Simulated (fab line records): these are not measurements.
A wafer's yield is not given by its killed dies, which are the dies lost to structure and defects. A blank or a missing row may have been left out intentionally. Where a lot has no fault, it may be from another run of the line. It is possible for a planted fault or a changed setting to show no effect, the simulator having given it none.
fab line records ; flow ritCmos
record: lots: 5; wafers: 15; lastDay: 7
route steps=202 shown PLDD@116 SPACER@125 NSD@131 PSD@142 SDANNEAL@153 SILICIDE@161 M1@202
lots that met no fault: taken from a fault-free run of the same line
startH: the number of hours between the record's first day and the start of the first shown wafer of the lot ; waitH: hours since the lot's step before ; " the same as in the row above ; L1.1+2: one row covering several wafers at once ; - either no value or no given start ; * or withheld: withheld ; < > ~ a bound
route shown NAME@n: a module of which the file shows steps, and the number in the route of the first ; usual: mean/standard deviation of fault-free wafers ; same: alike in all rows ; chamber/n: place in a boat ; sites: the reading at each site ; _std_site: the values' standard deviation ; _edge_site: mean of outer sites minus mean of inner sites ; radiusMm: for every site, how far away it sits from the centre of the wafer ; mask NAME#n: copy n ; behind: the most recent tool/chamber to have shaped the wafer ; hold: why the lot was held/for how many hours/how that ended ; device: which transistor (n, p or np) failed to switch ; end of line: tests of these same wafers at the route's end ; step lacking rows: just its recipe ; killed: dies that structure and defects cost at the first sort, which is not the same as the wafer's yield ; map: a wafer's dies, marking killed ones x, the rest . and places with no die _
set.NAME: the setting the step ran with; set.NAME@STEP: the setting that earlier step ran with ; model.NAME: the simulator's own value behind a step, which no gauge read
lots seen at some steps along the route; tables by step, rows by wafer
services: the hour from which a tool's chamber was out of use, counted from the record's first day as startH (under 0 if before that day), plus the number of hours and why
== steps ==
step: RIT_PLDD_SOFTBAKE_02
recipe: resist: NOVOLAK; tempC: 90; timeS: 60
step: RIT_PLDD_EXPOSE_03
recipe: maskId: M8; na: 0.57; targetCdNm: 40900; doseMj: 250
step: RIT_PLDD_PEB_04
recipe: resist: NOVOLAK; tempC: withheld; timeS: withheld
step: RIT_PLDD_DEVELOP_05
recipe: resist: NOVOLAK; developTimeS: 50; devTempC: 23
step: RIT_PLDD_OVL_MEAS_06
usual: PLDD_OVL: -0.6/1.5
lot.wafer;tool;chamber;startH;waitH;PLDD_OVL[nm]
L733.1;overlay-01;-;42.51;-;-1.7
L733.3;overlay-01;-;42.51;-;1.1
L733.6;overlay-01;-;42.51;-;1.1
L736.2;overlay-02;-;58.97;-;-3.0
L736.3;overlay-02;-;58.97;-;-1.9
L736.5;overlay-02;-;58.97;-;-1.5
L746.1;overlay-02;-;108.87;-;-0.2
L746.2;overlay-02;-;108.87;-;0.0
L746.3;overlay-02;-;108.87;-;-0.2
L752.3;overlay-02;-;138.52;-;-1.0
L752.5;overlay-02;-;138.52;-;-2.1
L752.6;overlay-02;-;138.52;-;-1.3
L754.1;overlay-02;-;147.95;-;-1.6
L754.3;overlay-02;-;147.95;-;-1.2
L754.6;overlay-02;-;147.95;-;-1.9
step: RIT_PLDD_HARDBAKE_07
recipe: resist: NOVOLAK; tempC: 140; timeS: 60
step: RIT_PLDD_IMPLANT_08
recipe: species: BF2; energyKev: 20; doseCm2: 9e+14; tiltDeg: 7
step: RIT_PLDD_STRIP_09
recipe: chemistry: O2; timeS: 180; resist: NOVOLAK; platenTempC: withheld; powerW: 500; pressureMtorr: 4000; o2FlowSccm: 4000
usual: chamberPressureMTorr: 4000/3.6; drypumpMotorCurrentA: 5.5/0.3
same: timeS: 180
lot.wafer;tool;chamber;startH;waitH;chamberPressureMTorr;drypumpMotorCurrentA;rfHoursCounterH
L733.1;plasmaAsher-03;1;42.88;0.1;4003;6.1;42
L733.3;plasmaAsher-03;1;42.88;0.1;3999;6.0;-
L733.6;plasmaAsher-03;1;42.88;0.1;4000;6.0;-
L736.2;plasmaAsher-01;0;59.34;0.1;3993;5.6;43
L736.3;plasmaAsher-01;0;59.34;0.1;3998;5.6;-
L736.5;plasmaAsher-01;0;59.34;0.1;4000;5.6;-
L746.1;plasmaAsher-03;1;109.20;0.1;3994;6.1;50
L746.2;plasmaAsher-03;0;109.20;0.1;4004;5.1;50
L746.3;plasmaAsher-03;0;109.20;0.1;3993;5.1;-
L752.3;plasmaAsher-04;0;138.90;0.1;4005;5.2;-
L752.5;plasmaAsher-04;1;138.90;0.1;4000;5.6;-
L752.6;plasmaAsher-04;0;138.90;0.1;4008;5.2;-
L754.1;plasmaAsher-01;0;148.29;0.1;4007;5.6;51
L754.3;plasmaAsher-01;0;148.29;0.1;3999;5.6;-
L754.6;plasmaAsher-01;0;148.29;0.1;4002;5.6;-
step: RIT_PLDD_TW_MEAS_10
usual: PLDD_TW: 2344/10
lot.wafer;tool;chamber;startH;waitH;PLDD_TW
L733.1;filmMetro-03;-;43.06;0.1;2318
L733.3;filmMetro-03;-;43.06;0.1;2320
L733.6;filmMetro-03;-;43.06;0.1;2339
L736.2;filmMetro-04;-;59.52;0.1;2336
L736.3;filmMetro-04;-;59.52;0.1;2349
L736.5;filmMetro-04;-;59.52;0.1;2338
L746.1;filmMetro-02;-;109.38;0.1;2353
L746.2;filmMetro-02;-;109.38;0.1;2327
L746.3;filmMetro-02;-;109.38;0.1;2345
L752.3;filmMetro-02;-;139.04;0.1;2352
L752.5;filmMetro-02;-;139.04;0.1;2350
L752.6;filmMetro-02;-;139.04;0.1;2355
L754.1;filmMetro-04;-;148.46;0.1;2350
L754.3;filmMetro-04;-;148.46;0.1;2348
L754.6;filmMetro-04;-;148.46;0.1;2354
step: RIT_SPACER_CLEAN_00
recipe: chemistry: SC1; mix: 3:3:50; timeS: 600; tempC: 75
step: RIT_SPACER_CLEAN_01
recipe: chemistry: dHF; dilution: 50:1; timeS: 30
step: RIT_SPACER_CLEAN_02
recipe: chemistry: SC2; mix: 3:3:50; timeS: 600; tempC: 75; dry: n2Spin
step: RIT_SPACER_CVD_03
recipe: material: Si3N4; targetThkNm: 250; tempC: 810; precursor: SiH2Cl2/NH3; timeS: 3300; pressureMtorr: 300; sih2cl2FlowSccm: 60; nh3FlowSccm: 150
usual: nh3FlowSccm: 149.9/0.51; spikeTcSourceC: 831/3.5
lot.wafer;tool;chamber;startH;waitH;nh3FlowSccm;spikeTcSourceC;model.Si3N4_of_SPACER_CVD_03.thkNm
L733.1;lpcvd-02;0;43.49;0.0;149.3;826;251.3
L733.3;lpcvd-02;0;43.49;0.0;149.6;829;251.9
L733.6;lpcvd-02;0;43.49;0.0;149.8;827;252.2
L736.2;lpcvd-01;0;59.94;0.0;149.4;838;253.2
L736.3;lpcvd-01;0;59.94;0.0;149.9;836;252.9
L736.5;lpcvd-01;0;59.94;0.0;149.5;836;253.4
L746.1;lpcvd-02;1;109.81;0.0;150.5;830;165.4
L746.2;lpcvd-02;1;109.81;0.0;150.2;829;163.9
L746.3;lpcvd-02;1;109.81;0.0;150.3;829;164.4
L752.3;lpcvd-01;1;139.45;0.0;149.5;834;250.6
L752.5;lpcvd-01;1;139.45;0.0;149.7;832;249.2
L752.6;lpcvd-01;1;139.45;0.0;150.4;832;250.2
L754.1;lpcvd-01;1;150.00;1.1;149.5;833;247.7
L754.3;lpcvd-01;1;150.00;1.1;149.3;834;246
L754.6;lpcvd-01;1;150.00;1.1;150.0;833;248.2
step: RIT_SPACER_THK_MEAS_04
recipe: reads: Si3N4_of_SPACER_CVD_03
usual: SPACER_NITRIDE_THK: 250.3/2.5
lot.wafer;tool;chamber;startH;waitH;SPACER_NITRIDE_THK[nm]
L733.1;filmMetro-01;-;45.40;0.0;251.0
L733.3;filmMetro-01;-;45.40;0.0;251.8
L733.6;filmMetro-01;-;45.40;0.0;252.2
L736.2;filmMetro-03;-;61.87;0.0;253.3
L736.3;filmMetro-03;-;61.87;0.0;252.9
L736.5;filmMetro-03;-;61.87;0.0;253.4
L746.1;filmMetro-01;-;111.72;0.0;165.3
L746.2;filmMetro-01;-;111.72;0.0;163.8
L746.3;filmMetro-01;-;111.72;0.0;164.5
L752.3;filmMetro-02;-;141.38;0.0;250.6
L752.5;filmMetro-02;-;141.38;0.0;249.4
L752.6;filmMetro-02;-;141.38;0.0;250.2
L754.1;filmMetro-01;-;152.88;0.0;247.9
L754.3;filmMetro-01;-;152.88;0.0;245.7
L754.6;filmMetro-01;-;152.88;0.0;248.1
step: RIT_SPACER_ETCHBACK_05
recipe: targetDepthA: 2500; SF6_flow_sccm: 30; CHF3_flow_sccm: 30; target: Si3N4; chemistry: SF6/CHF3; pressureMtorr: 40; rfW: 250; timeS: 240; stopOn: SiO2
usual: chamberPressureMTorr: 40.00/0.04; drypumpMotorCurrentA: 5.6/0.37; oesProductAu: 0.844/0.016; throttleValvePct: 10.40/0.12
same: timeS: 240
lot.wafer;tool;chamber;startH;waitH;chamberPressureMTorr;drypumpMotorCurrentA;oesProductAu;rfHoursCounterH;throttleValvePct;model.etch.depthNm
L733.1;rieDiel-03;2;45.46;0.1;40.07;5.3;0.843;10;10.27;251.3
L733.3;rieDiel-03;0;45.46;0.1;40.01;5.7;0.836;3;10.42;251.9
L733.6;rieDiel-03;3;45.46;0.1;39.94;5.2;0.824;-;10.53;252.2
L736.2;rieDiel-01;3;61.92;0.0;39.97;5.6;0.842;31;10.29;253.2
L736.3;rieDiel-01;1;61.92;0.0;39.98;5.2;0.851;12;10.24;252.9
L736.5;rieDiel-01;0;61.92;0.0;40.03;5.6;0.847;-;10.47;253.4
L746.1;rieDiel-04;0;111.78;0.1;39.90;6.2;0.632;3;10.46;165.4
L746.2;rieDiel-04;1;111.78;0.1;40.03;6.1;0.646;137;10.40;163.9
L746.3;rieDiel-04;3;111.78;0.1;40.03;5.4;0.629;58;10.48;164.4
L752.3;rieDiel-01;2;141.42;0.0;40.05;6.1;0.878;74;10.53;250.6
L752.5;rieDiel-01;1;141.42;0.0;40.00;5.2;0.852;-;10.24;249.2
L752.6;rieDiel-01;3;141.42;0.0;39.93;5.6;0.840;-;10.28;250.2
L754.1;rieDiel-03;1;152.94;0.1;39.98;6.0;0.822;9;10.19;247.7
L754.3;rieDiel-03;2;152.94;0.1;39.96;5.2;0.822;12;10.26;246
L754.6;rieDiel-03;2;152.94;0.1;40.02;5.3;0.837;-;10.27;248.2
step: RIT_NSD_HMDS_00
recipe: primeTimeS: 60; primeTempC: 140
step: RIT_NSD_COAT_01
recipe: resist: NOVOLAK; spinRpm: 3207; resistThkNm: 1000
step: RIT_NSD_SOFTBAKE_02
recipe: resist: NOVOLAK; tempC: 90; timeS: 60
step: RIT_NSD_EXPOSE_03
recipe: maskId: M9; na: 0.57; targetCdNm: 40700; doseMj: 250
step: RIT_NSD_PEB_04
recipe: resist: NOVOLAK; tempC: withheld; timeS: withheld
step: RIT_NSD_DEVELOP_05
recipe: resist: NOVOLAK; developTimeS: 50; devTempC: 23
step: RIT_NSD_OVL_MEAS_06
usual: NSD_OVL: 0.4/1.3
lot.wafer;tool;chamber;startH;waitH;NSD_OVL[nm]
L733.1;overlay-02;-;46.61;-;1.5
L733.3;overlay-02;-;46.61;-;1.2
L733.6;overlay-02;-;46.61;-;1.1
L736.2;overlay-02;-;63.15;-;1.0
L736.3;overlay-02;-;63.15;-;1.0
L736.5;overlay-02;-;63.15;-;1.5
L746.1;overlay-01;-;113.00;-;1.1
L746.2;overlay-01;-;113.00;-;0.9
L746.3;overlay-01;-;113.00;-;0.6
L752.3;overlay-01;-;142.56;-;0.2
L752.5;overlay-01;-;142.56;-;-1.7
L752.6;overlay-01;-;142.56;-;-0.7
L754.1;overlay-01;-;154.06;-;1.7
L754.3;overlay-01;-;154.06;-;1.4
L754.6;overlay-01;-;154.06;-;1.5
step: RIT_NSD_HARDBAKE_07
recipe: resist: NOVOLAK; tempC: 140; timeS: 60
step: RIT_NSD_IMPLANT_08
recipe: species: P; energyKev: 25.35; doseCm2: 1e+15; tiltDeg: 7
step: RIT_NSD_STRIP_09
recipe: chemistry: O2; timeS: 180; resist: NOVOLAK; platenTempC: withheld; powerW: 500; pressureMtorr: 4000; o2FlowSccm: 4000
usual: chamberPressureMTorr: 4000/4.1; drypumpMotorCurrentA: 5.6/0.49
same: timeS: 180
lot.wafer;tool;chamber;startH;waitH;chamberPressureMTorr;drypumpMotorCurrentA;rfHoursCounterH
L733.1;plasmaAsher-03;0;46.94;0.1;4003;5.2;43
L733.3;plasmaAsher-03;0;46.94;0.1;4003;5.2;-
L733.6;plasmaAsher-03;1;46.94;0.1;4001;6.1;-
L736.2;plasmaAsher-02;0;63.48;0.1;4019;6.3;35
L736.3;plasmaAsher-02;1;63.48;0.1;3997;4.9;-
L736.5;plasmaAsher-02;1;63.48;0.1;3999;4.9;-
L746.1;plasmaAsher-01;1;113.34;0.1;3999;5.7;48
L746.2;plasmaAsher-01;0;113.34;0.1;4005;5.6;48
L746.3;plasmaAsher-01;0;113.34;0.1;4009;5.6;-
L752.3;plasmaAsher-03;1;142.94;0.1;4002;6.0;-
L752.5;plasmaAsher-03;1;142.94;0.1;4004;6.0;-
L752.6;plasmaAsher-03;0;142.94;0.1;4000;5.1;-
L754.1;plasmaAsher-01;0;154.40;0.1;4004;5.6;52
L754.3;plasmaAsher-01;0;154.40;0.1;3995;5.6;-
L754.6;plasmaAsher-01;0;154.40;0.1;4002;5.6;-
step: RIT_NSD_TW_MEAS_10
usual: NSD_TW: 3131/15
lot.wafer;tool;chamber;startH;waitH;NSD_TW
L733.1;filmMetro-03;-;47.12;0.1;3099
L733.3;filmMetro-03;-;47.12;0.1;3101
L733.6;filmMetro-03;-;47.12;0.1;3096
L736.2;filmMetro-02;-;63.66;0.1;3128
L736.3;filmMetro-02;-;63.66;0.1;3134
L736.5;filmMetro-02;-;63.66;0.1;3124
L746.1;filmMetro-02;-;113.51;0.1;3143
L746.2;filmMetro-02;-;113.51;0.1;3132
L746.3;filmMetro-02;-;113.51;0.1;3127
L752.3;filmMetro-04;-;143.08;0.1;3115
L752.5;filmMetro-04;-;143.08;0.1;3112
L752.6;filmMetro-04;-;143.08;0.1;3103
L754.1;filmMetro-02;-;154.57;0.1;3164
L754.3;filmMetro-02;-;154.57;0.1;3133
L754.6;filmMetro-02;-;154.57;0.1;3145
step: RIT_PSD_HMDS_00
recipe: primeTimeS: 60; primeTempC: 140
step: RIT_PSD_COAT_01
recipe: resist: NOVOLAK; spinRpm: 3250; resistThkNm: 1000
step: RIT_PSD_SOFTBAKE_02
recipe: resist: NOVOLAK; tempC: 90; timeS: 60
step: RIT_PSD_EXPOSE_03
recipe: maskId: M10; na: 0.57; targetCdNm: 40900; doseMj: 250
step: RIT_PSD_PEB_04
recipe: resist: NOVOLAK; tempC: withheld; timeS: withheld
step: RIT_PSD_DEVELOP_05
recipe: resist: NOVOLAK; developTimeS: 50; devTempC: 23
step: RIT_PSD_OVL_MEAS_06
usual: PSD_OVL: 0.0/1.5
lot.wafer;tool;chamber;startH;waitH;PSD_OVL[nm]
L733.1;overlay-01;-;48.03;-;0.4
L733.3;overlay-01;-;48.03;-;1.8
L733.6;overlay-01;-;48.03;-;0.7
L736.2;overlay-02;-;64.57;-;3.7
L736.3;overlay-02;-;64.57;-;2.6
L736.5;overlay-02;-;64.57;-;3.0
L746.1;overlay-01;-;114.55;-;-1.0
L746.2;overlay-01;-;114.55;-;-1.9
L746.3;overlay-01;-;114.55;-;-0.1
L752.3;overlay-01;-;144.10;-;-1.3
L752.5;overlay-01;-;144.10;-;-1.9
L752.6;overlay-01;-;144.10;-;-2.4
L754.1;overlay-01;-;155.61;-;-1.9
L754.3;overlay-01;-;155.61;-;-2.5
L754.6;overlay-01;-;155.61;-;-1.8
step: RIT_PSD_HARDBAKE_07
recipe: resist: NOVOLAK; tempC: 140; timeS: 60
step: RIT_PSD_IMPLANT_08
recipe: species: BF2; energyKev: 27; doseCm2: 5.057e+15; tiltDeg: 7
step: RIT_PSD_STRIP_09
recipe: chemistry: O2; timeS: 180; resist: NOVOLAK; platenTempC: withheld; powerW: 500; pressureMtorr: 4000; o2FlowSccm: 4000
usual: chamberPressureMTorr: 4000/3.7; drypumpMotorCurrentA: 5.5/0.44
same: timeS: 180
lot.wafer;tool;chamber;startH;waitH;chamberPressureMTorr;drypumpMotorCurrentA;rfHoursCounterH
L733.1;plasmaAsher-01;1;48.36;0.1;3996;5.6;42
L733.3;plasmaAsher-01;0;48.36;0.1;4000;5.6;-
L733.6;plasmaAsher-01;1;48.36;0.1;3995;5.7;-
L736.2;plasmaAsher-01;0;64.90;0.1;4000;5.6;44
L736.3;plasmaAsher-01;1;64.90;0.1;4007;5.7;-
L736.5;plasmaAsher-01;1;64.90;0.1;3996;5.7;-
L746.1;plasmaAsher-04;1;114.88;0.1;4002;5.6;36
L746.2;plasmaAsher-04;0;114.88;0.1;4002;5.2;36
L746.3;plasmaAsher-04;0;114.88;0.1;4002;5.2;-
L752.3;plasmaAsher-02;0;144.49;0.1;4004;6.3;-
L752.5;plasmaAsher-02;1;144.49;0.1;4004;4.9;-
L752.6;plasmaAsher-02;0;144.49;0.1;3999;6.3;-
L754.1;plasmaAsher-01;0;155.94;0.1;4000;5.6;52
L754.3;plasmaAsher-01;0;155.94;0.1;4004;5.6;-
L754.6;plasmaAsher-01;1;155.94;0.1;4001;5.6;-
step: RIT_PSD_TW_MEAS_10
usual: PSD_TW: 3431/15
lot.wafer;tool;chamber;startH;waitH;PSD_TW
L733.1;filmMetro-04;-;48.54;0.1;3426
L733.3;filmMetro-04;-;48.54;0.1;3431
L733.6;filmMetro-04;-;48.54;0.1;3436
L736.2;filmMetro-02;-;65.08;0.1;3441
L736.3;filmMetro-02;-;65.08;0.1;3431
L736.5;filmMetro-02;-;65.08;0.1;3441
L746.1;filmMetro-02;-;115.06;0.1;3412
L746.2;filmMetro-02;-;115.06;0.1;3423
L746.3;filmMetro-02;-;115.06;0.1;3437
L752.3;filmMetro-02;-;144.62;0.1;3460
L752.5;filmMetro-02;-;144.62;0.1;3459
L752.6;filmMetro-02;-;144.62;0.1;3460
L754.1;filmMetro-04;-;156.12;0.1;3426
L754.3;filmMetro-04;-;156.12;0.1;3422
L754.6;filmMetro-04;-;156.12;0.1;3413
step: RIT_SDANNEAL_CLEAN_00
recipe: chemistry: SC1; mix: 3:3:50; timeS: 600; tempC: 75
step: RIT_SDANNEAL_CLEAN_01
recipe: chemistry: dHF; dilution: 50:1; timeS: 30
step: RIT_SDANNEAL_CLEAN_02
recipe: chemistry: SC2; mix: 3:3:50; timeS: 600; tempC: 75; dry: n2Spin
step: RIT_SDANNEAL_RTA_03
recipe: tempC: 1050; timeS: 5; idleTempC: 600; rampUpCPerS: 342; rampDownCPerS: 171; coolToC: 600; ambient: N2
usual: wafer_temp_C_max: 1053.5/1.1
same: timeS: 5
lot.wafer;tool;chamber;startH;waitH;wafer_temp_C_max
L733.1;rtpAnneal-02;0;48.97;0.0;1054.6
L733.3;rtpAnneal-02;0;48.97;0.0;1053.6
L733.6;rtpAnneal-02;0;48.97;0.0;1053.4
L736.2;rtpAnneal-01;0;65.51;0.0;1053.5
L736.3;rtpAnneal-01;0;65.51;0.0;1053.7
L736.5;rtpAnneal-01;0;65.51;0.0;1052.9
L746.1;rtpAnneal-01;0;115.49;0.0;1052.8
L746.2;rtpAnneal-01;0;115.49;0.0;1051.9
L746.3;rtpAnneal-01;0;115.49;0.0;1052.8
L752.3;rtpAnneal-01;0;145.05;0.0;1052.0
L752.5;rtpAnneal-01;0;145.05;0.0;1053.9
L752.6;rtpAnneal-01;0;145.05;0.0;1053.3
L754.1;rtpAnneal-01;0;156.56;0.0;1053.3
L754.3;rtpAnneal-01;0;156.56;0.0;1054.1
L754.6;rtpAnneal-01;0;156.56;0.0;1052.6
step: RIT_SDANNEAL_RS_MEAS_04
recipe: thkMeasGauge: four-point-probe
usual: PSD_RS: 115.71/0.3
lot.wafer;tool;chamber;startH;waitH;PSD_RS[ohm/sq]
L733.1;filmMetro-04;-;49.02;0.0;116.25
L733.3;filmMetro-04;-;49.02;0.0;116.31
L733.6;filmMetro-04;-;49.02;0.0;116.07
L736.2;filmMetro-04;-;65.58;0.1;115.43
L736.3;filmMetro-04;-;65.58;0.1;115.51
L736.5;filmMetro-04;-;65.58;0.1;115.43
L746.1;filmMetro-04;-;115.54;0.0;115.51
L746.2;filmMetro-04;-;115.54;0.0;115.58
L746.3;filmMetro-04;-;115.54;0.0;115.42
L752.3;filmMetro-02;-;145.13;0.1;115.76
L752.5;filmMetro-02;-;145.13;0.1;115.83
L752.6;filmMetro-02;-;145.13;0.1;116.22
L754.1;filmMetro-02;-;156.62;0.0;115.16
L754.3;filmMetro-02;-;156.62;0.0;115.77
L754.6;filmMetro-02;-;156.62;0.0;115.63
step: RIT_SILICIDE_WET_ETCH_00
recipe: chemistry: BOE; target: SiO2; targetDepthNm: 14; timeS: 15; dry: n2Spin; dilution: 10:1; tempC: 21.5
same: timeS: 15
lot.wafer;tool;chamber;startH;waitH;model.Si3N4_of_SPACER_CVD_03.thkNm
L733.1;wetBench-04;1;49.50;0.1;197.2
L733.3;wetBench-04;1;49.50;0.1;197.1
L733.6;wetBench-04;1;49.50;0.1;196.8
L736.2;wetBench-03;2;66.04;0.1;197.7
L736.3;wetBench-03;2;66.04;0.1;198.2
L736.5;wetBench-03;2;66.04;0.1;197.3
L746.1;wetBench-03;3;116.02;0.1;127
L746.2;wetBench-03;3;116.02;0.1;127.6
L746.3;wetBench-03;3;116.02;0.1;127.8
L752.3;wetBench-03;1;145.57;0.1;195.9
L752.5;wetBench-03;1;145.57;0.1;194.7
L752.6;wetBench-03;1;145.57;0.1;195.5
L754.1;wetBench-01;3;157.10;0.1;193
L754.3;wetBench-01;3;157.10;0.1;192.7
L754.6;wetBench-01;3;157.10;0.1;194.6
step: RIT_M1_PROBE_99
usual: killedAtFrontEnd: 7.2/2.9; killedDies: 7.3/2.9; killedOpen: 3.6/1.9; killedShort: 3.8/1.9
same: grossDies: 264; killed_at_M0_to_M3: 0; killed_at_M4_up: 0; killedAtBackSide: 0; killedAtContacts: 0; killedAtOther: 0
lot.wafer;tool;chamber;startH;waitH;killedAtFrontEnd;killedDies;killedOpen;killedShort
L733.1;prober-02;-;59.91;0.1;5;5;1;4
L733.3;prober-02;-;60.01;0.2;9;9;6;3
L733.6;prober-02;-;60.16;0.2;12;12;4;8
L736.2;prober-02;-;73.61;0.1;7;7;4;3
L736.3;prober-02;-;73.66;0.2;11;11;5;6
L736.5;prober-02;-;73.76;0.2;6;6;2;4
L746.1;prober-02;-;122.80;0.1;6;6;5;1
L746.2;prober-02;-;122.85;0.1;6;6;3;3
L746.3;prober-02;-;122.90;0.2;5;5;1;4
L752.3;prober-02;-;152.56;0.2;8;8;3;5
L752.5;prober-02;-;152.66;0.2;5;5;2;3
L752.6;prober-02;-;152.71;0.2;10;10;6;4
L754.1;prober-02;-;166.02;0.1;10;10;6;4
L754.3;prober-02;-;166.12;0.2;5;5;4;1
L754.6;prober-02;-;166.27;0.2;7;7;2;5
killed by level:class
L733.1 GATE:geometricParticle:short=4 GATE:geometricParticle:open=1
L733.3 GATE:geometricParticle:open=2 GATE:geometricParticle:short=2 REOX:geometricParticle:open=2 FOX1:geometricParticle:open=1 SPACER:geometricParticle:short=1 SILICIDE:geometricParticle:open=1
L733.6 REOX:geometricParticle:short=3 SPACER:geometricParticle:short=3 SPACER:geometricParticle:open=3 FOX2:geometricParticle:open=1 GATE:geometricParticle:short=1 SILICIDE:geometricParticle:short=1
L736.2 FOX1:geometricParticle:open=2 SPACER:geometricParticle:open=2 SILICIDE:geometricParticle:short=2 SPACER:geometricParticle:short=1
L736.3 SPACER:geometricParticle:short=4 SPACER:geometricParticle:open=2 GATE:geometricParticle:short=1 GATE:geometricParticle:open=1 REOX:geometricParticle:open=1 SILICIDE:geometricParticle:short=1 SILICIDE:geometricParticle:open=1
L736.5 ACTIVE:geometricParticle:open=1 FOX1:geometricParticle:short=1 FOX2:geometricParticle:short=1 GATE:geometricParticle:short=1 GATE:geometricParticle:open=1 SPACER:geometricParticle:short=1
L746.1 GATE:geometricParticle:open=4 FOX1:geometricParticle:open=1 SPACER:geometricParticle:short=1
L746.2 GATE:geometricParticle:open=2 FOX2:geometricParticle:short=1 GATE:geometricParticle:short=1 REOX:geometricParticle:short=1 SILICIDE:geometricParticle:open=1
L746.3 GATE:geometricParticle:short=3 GATE:geometricParticle:open=1 SILICIDE:geometricParticle:short=1
L752.3 REOX:geometricParticle:short=3 FOX2:geometricParticle:short=2 FOX2:geometricParticle:open=2 SILICIDE:geometricParticle:open=1
L752.5 REOX:geometricParticle:short=3 GATE:geometricParticle:open=1 REOX:geometricParticle:open=1
L752.6 GATE:geometricParticle:open=3 GATE:geometricParticle:short=2 FOX1:geometricParticle:open=1 FOX2:geometricParticle:short=1 FOX2:geometricParticle:open=1 SPACER:geometricParticle:open=1 SPACER:geometricParticle:short=1
L754.1 SPACER:geometricParticle:open=3 FOX1:geometricParticle:open=2 GATE:geometricParticle:short=2 REOX:geometricParticle:short=2 GATE:geometricParticle:open=1
L754.3 FOX2:geometricParticle:open=1 GATE:geometricParticle:short=1 GATE:geometricParticle:open=1 REOX:geometricParticle:open=1 SPACER:geometricParticle:open=1
L754.6 REOX:geometricParticle:short=2 REOX:geometricParticle:open=2 FOX1:geometricParticle:short=1 GATE:geometricParticle:short=1 SILICIDE:geometricParticle:short=1
== services ==
tool;chamber;startH;hours;kind
plasmaAsher-01;-;27.66;2.8;pm
plasmaAsher-01;-;31.34;1.6;repair
rieDiel-03;1;76.94;5.7;repair
rieDiel-01;2;77.17;2.2;repair
plasmaAsher-01;-;83.32;14.6;pm
rieDiel-01;2;89.83;1.3;repair
lpcvd-02;-;101.81;0.9;repair
plasmaAsher-02;-;108.75;9.0;pm
plasmaAsher-02;0;108.75;9.0;ventCycle
plasmaAsher-02;1;108.75;9.0;ventCycle
rieDiel-04;3;109.86;1.9;repair
rieDiel-03;2;116.15;2.5;repair
plasmaAsher-02;-;117.75;2.8;pm
plasmaAsher-02;0;117.75;-;clean
plasmaAsher-02;1;117.75;-;clean
rieDiel-03;-;120.86;4.3;pm
rieDiel-01;0;135.18;18.1;repair
lpcvd-02;-;140.86;6.0;pm
rieDiel-03;3;146.38;4.0;repair
== key ==
firstSign: step: RIT_SPACER_THK_MEAS_04; reading: SPACER_NITRIDE_THK; direction: down; sigmas: 34; usual: 250.3; struck: 164.5
effect: step: RIT_SPACER_ETCHBACK_05; reading: oesProductAu; direction: down; sigmas: 13; usual: 0.844; struck: 0.636
modelEffect: step: RIT_SPACER_CVD_03; value: Si3N4_of_SPACER_CVD_03.thkNm; without: 247; struck: 164.5
modelEffect: step: RIT_SPACER_ETCHBACK_05; value: etch.depthNm; without: 247; struck: 164.5
modelEffect: step: RIT_SILICIDE_WET_ETCH_00; value: Si3N4_of_SPACER_CVD_03.thkNm; without: 192; struck: 127.5
metAt RIT_SPACER_CVD_03
struckWafers L746.1,L746.2,L746.3
testerLeftOut L746
alsoFits RIT_PLDD_STRIP_09:plasmaAsher-03
fault: kind: processParameterDrift; tool: lpcvd-02; chamber: 1; onsetH: 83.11; steps: RIT_SPACER_CVD_03; channel: targetThkNm; offset: -82.5; shape: step; endH: 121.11; actsIn: theseRecipesOnly; stated: 250
testerLeftOut: of these lots the tester's yield and bins aren't shown, on N5 and GAA mostly nor the transistor test; their killed dies are dies lost to structure and defects alone, not to doping, threshold or leakage, so they don't give the yield
